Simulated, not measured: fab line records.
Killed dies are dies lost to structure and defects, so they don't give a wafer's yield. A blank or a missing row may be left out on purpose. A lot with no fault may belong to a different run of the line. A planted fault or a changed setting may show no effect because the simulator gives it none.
fab line records	flow berkeley_cmos170
record: lots: 5	wafers: 15	last_day: 11
route steps=331 shown FIELD@95 SACOX@97 SCREENOX@100 NVT@104 PVT@115
lots untouched by any fault: they come from a run of this same line in which no faults occurred
start_h: hours from the record's opening day to when the first of the lot's shown wafers began	wait_h: hours since the lot's step before	" identical to the entry in the row above	L1.1+2: one row covering several wafers at once	- no value, or no start given	* or withheld: withheld	< > ~ a bound
route shown NAME@n: NAME is a module with steps in the file, n the number in the route of the first one	usual: mean/standard deviation taken from wafers without a fault	same: alike in all rows	chamber/n: place in a boat	sites: the reading at each site	_std_site: standard deviation of those values	_edge_site: mean of outer sites minus mean of inner sites	radius_mm: for every site, how far away it sits from the centre of the wafer	mask NAME#n: copy n	behind: the most recent tool/chamber to have shaped the wafer	hold: why the lot was held/for how many hours/how that ended	device: the transistor (n, p or np) that didn't switch	end of line: the route-end tests of the same wafers	a step with no rows: only its recipe	killed: dies that structure and defects cost at the first sort, which is not the same as the wafer's yield	map: shows each die of a wafer: x if killed, . if not, _ if none is there
set.NAME: setting as actually run; set.NAME@STEP: the setting as run at that earlier step	model.NAME: the simulator's own value behind a step, which no gauge read
lots at selected steps of the route; one table per step, one row per wafer
services: from which hour (start_h, from the record's first day; less than 0 if before it) a tool's chamber was out of use, for how many hours, and why
== steps ==
step: UCB170_FIELD_WET_ETCH_06
recipe: chemistry: BOE	dilution: 5:1	target: SiO2	temp_c: 25	time_s: 22
usual: bath_heat_duty_pct: 6.2/0.75
lot.wafer	tool	chamber	start_h	wait_h	bath_heat_duty_pct
L077.2	wet_bench-04	0	132.21	0.0	5.2
L077.5	"	0	"	"	5.9
L077.6	"	0	"	"	5.6
L087.4	wet_bench-04	3	167.51	0.0	7.2
L087.5	"	3	"	"	6.3
L087.6	"	3	"	"	6.7
L089.2	wet_bench-03	3	188.26	0.2	4.7
L089.3	"	3	"	"	4.8
L089.5	"	3	"	"	6.3
L090.2	wet_bench-03	0	188.26	0.2	6.4
L090.4	"	0	"	"	6.1
L090.6	"	0	"	"	6.7
L091.1	wet_bench-03	0	188.26	0.2	7.2
L091.5	"	0	"	"	7.3
L091.6	"	0	"	"	6.5
step: UCB170_FIELD_THK_MEAS_90
recipe: reads: SiO2_of_FIELD_OXIDATION_01
usual: FIELD_OXIDE_LEFT_1_THK: 440/11
lot.wafer	tool	chamber	start_h	wait_h	FIELD_OXIDE_LEFT_1_THK[nm]
L077.2	film_metro-04	-	132.25	0.0	438
L077.5	"	-	"	"	434
L077.6	"	-	"	"	434
L087.4	film_metro-03	-	167.61	0.1	437
L087.5	"	-	"	"	428
L087.6	"	-	"	"	437
L091.1	film_metro-03	-	188.27	0.0	426
L091.5	"	-	"	"	428
L091.6	"	-	"	"	425
L089.2	film_metro-04	-	188.28	0.0	416
L089.3	"	-	"	"	422
L089.5	"	-	"	"	419
L090.2	film_metro-04	-	188.34	0.1	450
L090.4	"	-	"	"	444
L090.6	"	-	"	"	451
step: UCB170_SACOX_CLEAN_00
recipe: chemistry: dHF	dilution: 25:1	time_s: 7.5
lot.wafer	tool	chamber	start_h	wait_h
L077.2+5+6	wet_bench-04	0	132.30	0.0
L087.4+5+6	wet_bench-03	0	167.64	0.0
L089.2+3+5	wet_bench-03	0	188.53	0.2
L090.2+4+6	wet_bench-03	3	188.53	0.2
L091.1+5+6	wet_bench-03	0	188.53	0.3
step: UCB170_SACOX_OXIDATION_01
recipe: temp_c: 900	ambient: O2	target_thk_a: 144	ox_time_s: 2400
lot.wafer	tool	chamber	start_h	wait_h
L077.2+5+6	furnace-04	0	135.96	3.6
L087.4+5+6	furnace-02	0	169.49	1.8
L089.2+3+5	furnace-04	0	192.37	3.8
L090.2+4+6	furnace-04	0	192.37	3.8
L091.1+5+6	furnace-04	0	192.37	3.8
step: UCB170_SACOX_THK_MEAS_02
recipe: reads: SiO2_of_SACOX_OXIDATION_01
usual: SACOX_OXIDE_THK: 14.42/0.25
lot.wafer	tool	chamber	start_h	wait_h	SACOX_OXIDE_THK[nm]
L077.2	film_metro-03	-	137.63	0.0	14.89
L077.5	"	-	"	"	14.59
L077.6	"	-	"	"	14.78
L087.4	film_metro-03	-	171.33	0.2	14.89
L087.5	"	-	"	"	14.90
L087.6	"	-	"	"	15.18
L089.2	film_metro-03	-	194.04	0.0	14.33
L089.3	"	-	"	"	14.34
L089.5	"	-	"	"	14.50
L090.2	film_metro-01	-	194.04	0.0	14.09
L090.4	"	-	"	"	14.45
L090.6	"	-	"	"	14.28
L091.1	film_metro-03	-	194.09	0.1	14.64
L091.5	"	-	"	"	14.56
L091.6	"	-	"	"	14.50
step: UCB170_SCREENOX_WET_ETCH_00
recipe: chemistry: dHF	dilution: 25:1	target: SiO2	temp_c: 25	time_s: 200
usual: bath_heat_duty_pct: 6.2/0.67
lot.wafer	tool	chamber	start_h	wait_h	bath_heat_duty_pct
L077.2	wet_bench-01	1	137.75	0.1	5.6
L077.5	"	1	"	"	4.6
L077.6	"	1	"	"	5.4
L087.4	wet_bench-03	0	171.37	0.0	6.7
L087.5	"	0	"	"	6.2
L087.6	"	0	"	"	8.1
L089.2	wet_bench-02	2	194.09	0.0	5.5
L089.3	"	2	"	"	5.7
L089.5	"	2	"	"	5.1
L090.2	wet_bench-02	2	194.09	0.0	5.6
L090.4	"	2	"	"	6.1
L090.6	"	2	"	"	6.6
L091.1	wet_bench-03	3	194.15	0.1	5.9
L091.5	"	3	"	"	5.9
L091.6	"	3	"	"	5.9
step: UCB170_SCREENOX_OXIDATION_01
recipe: temp_c: 900	ambient: O2	target_thk_a: 144	ox_time_s: 2400
lot.wafer	tool	chamber	start_h	wait_h
L077.2+5+6	furnace-04	0	140.46	2.6
L087.4+5+6	furnace-04	0	175.78	4.3
L089.2+3+5	furnace-01	0	198.68	4.4
L090.2+4+6	furnace-01	0	198.68	4.4
L091.1+5+6	furnace-01	0	198.68	4.5
step: UCB170_SCREENOX_THK_MEAS_02
recipe: reads: SiO2_of_SCREENOX_OXIDATION_01
usual: SCREENOX_OXIDE_THK: 14.34/0.26
lot.wafer	tool	chamber	start_h	wait_h	SCREENOX_OXIDE_THK[nm]
L077.2	film_metro-04	-	142.13	0.0	14.09
L077.5	"	-	"	"	14.05
L077.6	"	-	"	"	13.97
L087.4	film_metro-04	-	177.54	0.1	14.15
L087.5	"	-	"	"	14.17
L087.6	"	-	"	"	14.45
L090.2	film_metro-02	-	200.39	0.0	14.25
L090.4	"	-	"	"	14.45
L090.6	"	-	"	"	14.25
L091.1	film_metro-01	-	200.41	0.1	14.78
L091.5	"	-	"	"	14.65
L091.6	"	-	"	"	14.52
L089.2	film_metro-04	-	200.41	0.1	14.54
L089.3	"	-	"	"	14.51
L089.5	"	-	"	"	14.54
step: UCB170_SCREENOX_ANNEAL_03
recipe: temp_c: 900	time_s: 900	ambient: N2
lot.wafer	tool	chamber	start_h	wait_h
L077.2+5+6	furnace-04	0	144.96	2.8
L087.4+5+6	furnace-02	0	181.59	4.0
L089.2+3+5	furnace-04	0	206.10	5.7
L090.2+4+6	furnace-04	0	206.10	5.7
L091.1+5+6	furnace-04	0	206.10	5.7
step: UCB170_NVT_HMDS_00
recipe: prime_time_s: 60	prime_temp_c: 100
usual: resist_line_temp_C: 23.01/0.1
same: prime_time_s: 60
lot.wafer	tool	chamber	start_h	wait_h	resist_line_temp_C
L077.2	litho_track-04	0	146.85	0.6	23.09
L077.5	"	0	"	"	22.99
L077.6	"	0	"	"	22.96
L087.4	litho_track-02	0	182.92	0.1	23.07
L087.5	"	0	"	"	23.13
L087.6	"	0	"	"	23.08
L091.1	litho_track-04	0	207.66	0.3	22.91
L091.5	"	0	"	"	22.92
L091.6	"	0	"	"	23.03
L090.2	litho_track-02	0	207.72	0.4	22.96
L090.4	"	0	"	"	22.93
L090.6	"	0	"	"	22.98
L089.2	litho_track-04	0	208.13	0.8	23.08
L089.3	"	0	"	"	23.22
L089.5	"	0	"	"	23.05
step: UCB170_NVT_COAT_01
recipe: resist: KrF	spin_rpm: 1500	resist_thk_nm: 900
usual: resist_line_temp_C: 22.97/0.1	spin_speed_rpm: 1500.2/0.99
lot.wafer	tool	chamber	start_h	wait_h	resist_line_temp_C	spin_speed_rpm
L077.2	litho_track-04	0	147.00	0.1	22.78	1498.4
L077.5	"	0	"	"	22.86	1502.1
L077.6	"	0	"	"	22.82	1499.4
L087.4	litho_track-02	0	183.07	0.1	22.82	1500.2
L087.5	"	0	"	"	22.87	1501.2
L087.6	"	0	"	"	23.06	1500.9
L091.1	litho_track-04	0	207.81	0.1	22.99	1500.1
L091.5	"	0	"	"	22.91	1501.2
L091.6	"	0	"	"	22.78	1500.2
L090.2	litho_track-02	0	207.87	0.1	22.96	1500.8
L090.4	"	0	"	"	23.00	1499.9
L090.6	"	0	"	"	22.80	1501.6
L089.2	litho_track-04	0	208.28	0.1	23.08	1499.7
L089.3	"	0	"	"	23.00	1501.1
L089.5	"	0	"	"	23.10	1500.7
step: UCB170_NVT_SOFTBAKE_02
recipe: resist: KrF	temp_c: 130	time_s: 60
usual: plate_temp_C: 130.02/0.13	resist_line_temp_C: 23.01/0.11
lot.wafer	tool	chamber	start_h	wait_h	plate_temp_C	resist_line_temp_C
L077.2	litho_track-04	0	147.15	0.1	129.97	22.96
L077.5	"	0	"	"	129.96	23.08
L077.6	"	0	"	"	129.90	23.00
L087.4	litho_track-02	0	183.22	0.1	130.02	23.01
L087.5	"	0	"	"	130.03	23.05
L087.6	"	0	"	"	130.04	23.04
L091.1	litho_track-04	0	207.96	0.1	130.18	22.84
L091.5	"	0	"	"	129.86	22.96
L091.6	"	0	"	"	129.77	23.00
L090.2	litho_track-02	0	208.02	0.1	129.92	23.07
L090.4	"	0	"	"	130.08	22.99
L090.6	"	0	"	"	129.91	23.04
L089.2	litho_track-04	0	208.43	0.1	129.88	23.04
L089.3	"	0	"	"	130.11	23.06
L089.5	"	0	"	"	129.95	23.18
step: UCB170_NVT_EXPOSE_03
recipe: mask_id: PWELL	target_cd_nm: 3000	na: 0.5	sigma_outer: 0.6	source_shape: conventional	dose_mj: 30
usual: exposure_dose_mJ_cm2: 29.992/0.029
lot.wafer	tool	chamber	start_h	wait_h	mask	exposure_dose_mJ_cm2
L077.2	krf_scanner-02	0	147.30	0.1	PWELL#0	30.037
L077.5	"	0	"	"	PWELL#0	29.997
L077.6	"	0	"	"	PWELL#0	30.022
L087.4	krf_scanner-02	0	183.59	0.3	PWELL#0	29.923
L087.5	"	0	"	"	PWELL#0	29.992
L087.6	"	0	"	"	PWELL#0	29.966
L091.1	krf_scanner-01	0	208.24	0.3	PWELL#0	30.028
L091.5	"	0	"	"	PWELL#0	29.990
L091.6	"	0	"	"	PWELL#0	30.000
L090.2	krf_scanner-02	0	208.50	0.5	PWELL#0	29.995
L090.4	"	0	"	"	PWELL#0	29.972
L090.6	"	0	"	"	PWELL#0	30.027
L089.2	krf_scanner-01	0	208.86	0.4	PWELL#0	30.018
L089.3	"	0	"	"	PWELL#0	29.998
L089.5	"	0	"	"	PWELL#0	29.971
step: UCB170_NVT_PEB_04
recipe: peb_temp_c: 129.5	peb_time_s: withheld	resist: KrF
usual: plate_temp_C: 129.47/0.13	resist_line_temp_C: 23.01/0.1
lot.wafer	tool	chamber	start_h	wait_h	plate_temp_C	resist_line_temp_C
L077.2	litho_track-02	0	147.49	0.2	129.58	22.92
L077.5	"	0	"	"	129.44	23.11
L077.6	"	0	"	"	129.55	23.13
L087.4	litho_track-01	0	183.72	0.1	129.41	23.01
L087.5	"	0	"	"	129.38	23.06
L087.6	"	0	"	"	129.36	23.00
L091.1	litho_track-01	0	209.22	1.0	129.34	22.98
L091.5	"	0	"	"	129.42	23.01
L091.6	"	0	"	"	129.40	23.06
L090.2	litho_track-04	0	209.31	0.8	129.83	23.04
L090.4	"	0	"	"	129.57	23.01
L090.6	"	0	"	"	129.69	22.89
L089.2	litho_track-04	0	209.58	0.7	129.54	23.07
L089.3	"	0	"	"	129.54	22.94
L089.5	"	0	"	"	129.71	22.81
step: UCB170_NVT_DEVELOP_05
recipe: developer: TMAH	develop_time_s: 45	resist: KrF	dev_temp_c: 21
usual: resist_line_temp_C: 23.00/0.11
lot.wafer	tool	chamber	start_h	wait_h	resist_line_temp_C
L077.2	litho_track-02	0	-	-	23.05
L077.5	"	0	"	"	23.02
L077.6	"	0	"	"	22.87
L087.4	litho_track-01	0	-	-	23.01
L087.5	"	0	"	"	23.11
L087.6	"	0	"	"	23.09
L091.1	litho_track-01	0	-	-	23.01
L091.5	"	0	"	"	23.03
L091.6	"	0	"	"	22.93
L090.2	litho_track-04	0	-	-	23.14
L090.4	"	0	"	"	23.27
L090.6	"	0	"	"	23.03
L089.2	litho_track-04	0	-	-	22.85
L089.3	"	0	"	"	22.97
L089.5	"	0	"	"	23.17
step: UCB170_NVT_OVL_MEAS_06
usual: NVT_OVL: 1/4.9
lot.wafer	tool	chamber	start_h	wait_h	NVT_OVL[nm]
L077.2	overlay-01	-	147.74	-	11
L077.5	"	-	"	"	4
L077.6	"	-	"	"	-10
L087.4	overlay-02	-	183.94	-	-3
L087.5	"	-	"	"	-2
L087.6	"	-	"	"	4
L091.1	overlay-02	-	209.49	-	10
L091.5	"	-	"	"	-2
L091.6	"	-	"	"	2
L090.2	overlay-02	-	209.56	-	-4
L090.4	"	-	"	"	-2
L090.6	"	-	"	"	-9
L089.2	overlay-02	-	209.84	-	3
L089.3	"	-	"	"	3
L089.5	"	-	"	"	4
step: UCB170_NVT_IMPLANT_07
recipe: species: BF2	dose_cm2: 3e+12	energy_kev: 50	tilt_deg: 7
usual: dose_ions_cm2: 3.001e+12/3.2e+09	faraday_current_uA: 9.49/0.18	tilt_deg: 7.000/0.019
lot.wafer	tool	chamber	start_h	wait_h	dose_ions_cm2	faraday_current_uA	tilt_deg
L077.2	implanter-01	0	147.80	0.0	3.002e+12	9.60	7.013
L077.5	"	0	"	"	3.005e+12	9.49	7.014
L077.6	"	0	"	"	3.003e+12	9.50	7.018
L087.4	implanter-02	0	184.04	0.1	3e+12	9.33	7.004
L087.5	"	0	"	"	3.001e+12	9.35	6.966
L087.6	"	0	"	"	3e+12	9.09	6.972
L091.1	implanter-04	0	209.53	0.0	3e+12	9.65	6.968
L091.5	"	0	"	"	3.004e+12	9.55	6.991
L091.6	"	0	"	"	3e+12	9.36	6.989
L090.2	implanter-01	0	209.62	0.1	3.001e+12	9.43	7.007
L090.4	"	0	"	"	2.999e+12	9.78	6.999
L090.6	"	0	"	"	3.004e+12	9.47	6.980
L089.2	implanter-01	0	209.89	0.0	3.005e+12	9.48	6.993
L089.3	"	0	"	"	2.998e+12	9.59	6.982
L089.5	"	0	"	"	3.001e+12	9.32	7.028
step: UCB170_NVT_STRIP_08
recipe: chemistry: O2	power_w: 400	pressure_mtorr: 3500	platen_temp_c: withheld	o2_flow_sccm: 400	overash_fraction: 0.5
usual: drypump_motor_current_A: 5.8/0.44	o2_flow_sccm: 399.9/1.2	oes_product_au: 0.734/0.0049	strip_time_to_endpoint_s: 21.66/0.063
same: overash_fraction: 0.5
lot.wafer	tool	chamber	start_h	wait_h	drypump_motor_current_A	o2_flow_sccm	oes_product_au	rf_hours_counter_h	strip_time_to_endpoint_s
L077.2	plasma_asher-03	1	147.92	0.1	5.7	398.9	0.739	37	21.55
L077.5	"	0	"	"	6.4	400.0	0.730	-	21.63
L077.6	"	1	"	"	5.7	400.0	0.734	-	21.61
L087.4	plasma_asher-02	1	184.14	0.1	5.8	399.4	0.737	-	21.63
L087.5	"	0	"	"	5.4	400.6	0.742	-	21.68
L087.6	"	1	"	"	5.8	398.9	0.737	-	21.61
L091.1	plasma_asher-01	0	209.68	0.1	5.2	399.0	0.736	51	21.64
L091.5	"	0	"	"	5.2	400.0	0.732	-	21.64
L091.6	"	1	"	"	5.7	398.6	0.736	-	21.61
L090.2	plasma_asher-03	0	209.75	0.1	6.5	399.0	0.727	45	21.66
L090.4	"	1	"	"	5.7	400.0	0.739	-	21.65
L090.6	"	0	"	"	6.5	401.9	0.729	-	21.64
L089.2	plasma_asher-01	1	210.02	0.1	5.7	400.6	0.730	51	21.60
L089.3	"	0	"	"	5.1	400.5	0.735	-	21.63
L089.5	"	0	"	"	5.2	399.2	0.735	-	21.62
step: UCB170_NVT_TW_MEAS_09
usual: NVT_TW: 521.7/2.9
lot.wafer	tool	chamber	start_h	wait_h	NVT_TW
L077.2	film_metro-04	-	148.03	0.1	527.3
L077.5	"	-	"	"	525.0
L077.6	"	-	"	"	525.5
L087.4	film_metro-01	-	184.24	0.1	523.6
L087.5	"	-	"	"	524.2
L087.6	"	-	"	"	520.1
L091.1	film_metro-01	-	209.78	0.1	524.7
L091.5	"	-	"	"	526.4
L091.6	"	-	"	"	526.3
L090.2	film_metro-04	-	209.86	0.1	521.9
L090.4	"	-	"	"	522.6
L090.6	"	-	"	"	521.4
L089.2	film_metro-03	-	210.13	0.1	517.8
L089.3	"	-	"	"	516.8
L089.5	"	-	"	"	517.7
step: UCB170_NVT_CLEAN_10
recipe: chemistry: SPM	temp_c: 120	time_s: 600
usual: bath_heat_duty_pct: 13.9/1.4
lot.wafer	tool	chamber	start_h	wait_h	bath_heat_duty_pct
L077.2	wet_bench-01	0	149.73	1.7	14.1
L077.5	"	0	"	"	14.4
L077.6	"	0	"	"	14.4
L087.4	wet_bench-04	0	184.47	0.2	12.5
L087.5	"	0	"	"	12.3
L087.6	"	0	"	"	11.7
L089.2	wet_bench-04	1	210.37	0.2	15.3
L089.3	"	1	"	"	16.3
L089.5	"	1	"	"	16.8
L090.2	wet_bench-04	3	210.37	0.5	14.0
L090.4	"	3	"	"	12.1
L090.6	"	3	"	"	13.0
L091.1	wet_bench-04	3	210.37	0.6	14.2
L091.5	"	3	"	"	13.3
L091.6	"	3	"	"	13.8
step: UCB170_PVT_HMDS_00
recipe: prime_time_s: 60	prime_temp_c: 100
usual: resist_line_temp_C: 23.00/0.11
same: prime_time_s: 60
lot.wafer	tool	chamber	start_h	wait_h	resist_line_temp_C
L077.2	litho_track-01	0	149.93	0.0	23.07
L077.5	"	0	"	"	23.05
L077.6	"	0	"	"	22.88
L087.4	litho_track-03	0	185.13	0.5	23.17
L087.5	"	0	"	"	23.14
L087.6	"	0	"	"	23.10
L090.2	litho_track-03	0	211.11	0.5	23.01
L090.4	"	0	"	"	23.09
L090.6	"	0	"	"	23.10
L091.1	litho_track-02	0	211.14	0.6	23.07
L091.5	"	0	"	"	23.04
L091.6	"	0	"	"	23.00
L089.2	litho_track-01	0	211.42	0.9	22.93
L089.3	"	0	"	"	22.98
L089.5	"	0	"	"	22.89
step: UCB170_PVT_COAT_01
recipe: resist: KrF	spin_rpm: 1500	resist_thk_nm: 900
usual: resist_line_temp_C: 22.97/0.098	spin_speed_rpm: 1500.1/0.93
lot.wafer	tool	chamber	start_h	wait_h	resist_line_temp_C	spin_speed_rpm
L077.2	litho_track-01	0	150.08	0.1	23.02	1498.2
L077.5	"	0	"	"	23.08	1499.1
L077.6	"	0	"	"	22.89	1499.6
L087.4	litho_track-03	0	185.28	0.1	22.93	1499.9
L087.5	"	0	"	"	22.94	1499.6
L087.6	"	0	"	"	22.99	1498.7
L090.2	litho_track-03	0	211.26	0.1	22.98	1500.4
L090.4	"	0	"	"	22.93	1499.4
L090.6	"	0	"	"	22.91	1499.3
L091.1	litho_track-02	0	211.29	0.1	23.01	1499.1
L091.5	"	0	"	"	22.88	1498.8
L091.6	"	0	"	"	22.86	1499.7
L089.2	litho_track-01	0	211.57	0.1	23.06	1501.3
L089.3	"	0	"	"	23.03	1499.5
L089.5	"	0	"	"	22.99	1501.0
== services ==
tool	chamber	start_h	hours	kind
wet_bench-03	-	128.68	2.1	repair
implanter-01	-	134.84	3.5	pm
implanter-01	-	139.32	3.6	repair
krf_scanner-01	-	166.68	1.0	pm
krf_scanner-02	0	168.30	-	calibration
furnace-04	-	169.52	3.4	pm
implanter-04	-	179.33	19.0	pm
plasma_asher-02	-	180.96	2.3	repair
furnace-01	-	185.34	3.7	pm
krf_scanner-02	-	185.41	1.3	pm
furnace-02	-	198.72	4.0	pm
plasma_asher-02	-	200.59	14.6	pm
wet_bench-02	-	202.20	0.5	repair
krf_scanner-02	-	210.46	1.0	pm
== key ==
fault none
